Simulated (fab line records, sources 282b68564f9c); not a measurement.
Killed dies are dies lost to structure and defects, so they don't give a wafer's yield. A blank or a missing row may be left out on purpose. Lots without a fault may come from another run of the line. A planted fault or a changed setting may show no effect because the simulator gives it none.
Which tool did it? | flow rit_cmos | 15 lots, 45 wafers sampled, at 2 steps of a route of 202

WHAT THE GAUGES READ, wafer by wafer
RIT_NRETRO_OVL_MEAS_06.
lot  | measured    | on         | NRETRO_OVL (nm)
L571 | day 2 05:06 | overlay-02 | 0.5 1.6 0.9
L572 | day 2 10:11 | overlay-02 | 1.2 -0.4 1.2
L573 | day 2 15:42 | overlay-02 | -0.8 -0.2 -0.8
L576 | day 3 06:35 | overlay-02 | -1.8 -0.5 1.2
L577 | day 3 10:41 | overlay-01 | 1.3 2.1 1.7
L579 | day 3 21:59 | overlay-02 | 1.6 1.4 0.4
L580 | day 4 03:53 | overlay-02 | 0.6 2.5 0.4
L581 | day 4 07:07 | overlay-02 | 3.0 1.0 1.1
L584 | day 4 22:41 | overlay-02 | 0.7 0.5 0.0
L587 | day 5 14:25 | overlay-02 | -0.2 -0.5 1.7
L588 | day 5 18:35 | overlay-01 | -179.8 -181.5 -181.4
L589 | day 5 23:57 | overlay-01 | 2.9 -0.7 1.8
L591 | day 6 10:26 | overlay-01 | -179.7 -177.9 -178.7
L592 | day 6 15:26 | overlay-02 | -178.1 -179.9 -179.3
L593 | day 6 22:13 | overlay-02 | 0.9 -0.9 1.2

WHICH TOOL RAN EACH LOT (tool, then ch and the chambers of the sampled wafers, then the start)
lot  | RIT_NRETRO_EXPOSE_03
L571 | iline_stepper-01 ch 0, day 2 04:41
L572 | iline_stepper-02 ch 0, day 2 09:41
L573 | iline_stepper-01 ch 0, day 2 15:16
L576 | iline_stepper-02 ch 0, day 3 06:11
L577 | iline_stepper-02 ch 0, day 3 10:16
L579 | iline_stepper-02 ch 0, day 3 21:33
L580 | iline_stepper-01 ch 0, day 4 03:28
L581 | iline_stepper-02 ch 0, day 4 06:43
L584 | iline_stepper-02 ch 0, day 4 22:16
L587 | iline_stepper-01 ch 0, day 5 14:01
L588 | iline_stepper-01 ch 0, day 5 18:10
L589 | iline_stepper-02 ch 0, day 5 23:33
L591 | iline_stepper-01 ch 0, day 6 10:01
L592 | iline_stepper-01 ch 0, day 6 15:01
L593 | iline_stepper-02 ch 0, day 6 21:48
- RIT_NRETRO_EXPOSE_03: exposes mask M4, target cd 43900 nm.

WHAT THE TOOLS THEMSELVES READ (means of the sampled wafers that have a number; where no wafer has one, the mark that the record gives instead)
The record holds no such reading with a usual standard deviation.

THE ANSWER, worked out from the rows above alone
Rule: what is usual is taken from the lots themselves. Put in order of their means at a reading, lots are off if they are a third of the lots or fewer, leave a main group of 4 or more, and stand apart from it by a gap of 3 or more times the standard deviation of the main group's means; of several such gaps the widest counts. A main group whose means are all the same, to the digits that the tables above print for the reading, isn't used. A lot without any number at a reading at which 4 lots or more have one is off too. The other lots that the step has rows for count as sound. The gauges are gone through in route order, then the tools' own readings, and for those a lot's mean is taken as printed above. The first step at which some lot is off is used, and at that step the reading that is off furthest; a lot without a number counts as furthest.
Off: L588, L591, L592, at RIT_NRETRO_OVL_MEAS_06 (NRETRO_OVL). The main group: mean 0.7 nm, standard deviation 0.71.
A tool fits if, at a process step before that reading, it ran every lot that is off, and no sound lot after the first of them. The gauges at RIT_NRETRO_OVL_MEAS_06 are tried like those tools. One fits: iline_stepper-01 at RIT_NRETRO_EXPOSE_03. Its last sound lot is L587 (day 5 14:01), its first lot that is off L588 (day 5 18:10): a fault that began between those two fits.

WHAT THE SIMULATOR HAD PUT IN
Scanner matching overlay: iline_stepper-01, from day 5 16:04 on, at RIT_NRETRO_EXPOSE_03. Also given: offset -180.
Lots struck among those shown: L588, L591, L592. The rule above found the same.
